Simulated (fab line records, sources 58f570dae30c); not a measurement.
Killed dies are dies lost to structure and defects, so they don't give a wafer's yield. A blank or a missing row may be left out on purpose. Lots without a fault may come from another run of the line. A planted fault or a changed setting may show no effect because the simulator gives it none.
One fault seen from 2 desks | flow berkeley_cmos170 | each desk has only its own numbers; what lay behind them comes last

THE METROLOGY DESK
What the gauges read, lot by lot, whatever tool the lot ran on: means of the sampled wafers that have a number. A lot is out of limits, marked OUT, if its mean lies more than 4 standard deviations from the usual mean; the brackets give that distance.
Columns: A = PSD_RS at UCB170_SDANNEAL_RS_MEAS_02, usual 75.60 ohm/sq; B = CONTACT_OVL at UCB170_CONTACT_OVL_MEAS_16, usual 0 nm
lot  | first seen here | A     | B
L167 | day 6 14:48     | 75.58 | 4
L171 | day 7 21:34     | 75.94 | 0
L173 | day 7 21:59     | 75.27 | -1
L172 | day 7 22:26     | 75.68 | 1
L170 | day 7 22:28     | 75.90 | 2
L175 | day 8 07:11     | 75.45 | 3
L179 | day 8 07:32     | 75.75 | 4
L177 | day 8 07:43     | 75.54 | 2
L184 | day 10 11:52    | 75.73 | -3
L185 | day 10 16:34    | 75.70 | -1
L186 | day 10 16:41    | 75.40 | -2
L187 | day 10 16:42    | 75.30 | -7
L189 | day 10 23:11    | 75.20 | 3
L190 | day 11 00:12    | 75.54 | 7
This desk's finding: nothing out of limits on any of the 14 lots.

THE TOOL OWNER'S DESK: krf_scanner-02
The tool's own readings at UCB170_M1_EXPOSE_06 (exposes mask METAL1, target cd 700 nm): means of the sampled wafers that have a number, for each lot that ran on this tool. A lot is out of limits, marked OUT, if its mean lies more than 4 standard deviations from the usual mean; the brackets give that distance.
Columns: A = exposure_dose_mJ_cm2 at UCB170_M1_EXPOSE_06, usual 21.12; B = focus_offset_nm at UCB170_M1_EXPOSE_06, usual 0.0 nm
lot  | first seen here | A     | B
L167 | day 6 20:58     | 21.26 | 0.0
L171 | day 8 06:20     | 21.27 | -0.8
L170 | day 8 06:55     | 21.29 | -0.0
L175 | day 8 13:15     | 21.28 | -0.1
L184 | day 10 23:02    | 21.30 | 0.2
L185 | day 11 00:11    | 21.25 | -0.3
L186 | day 11 00:41    | 21.25 | -0.4
This desk's finding: nothing out of limits on any of the 7 lots.

PUT TOGETHER
The metrology desk saw nothing out of limits.
The tool owner's desk saw nothing out of limits.

WHAT THE SIMULATOR HAD PUT IN
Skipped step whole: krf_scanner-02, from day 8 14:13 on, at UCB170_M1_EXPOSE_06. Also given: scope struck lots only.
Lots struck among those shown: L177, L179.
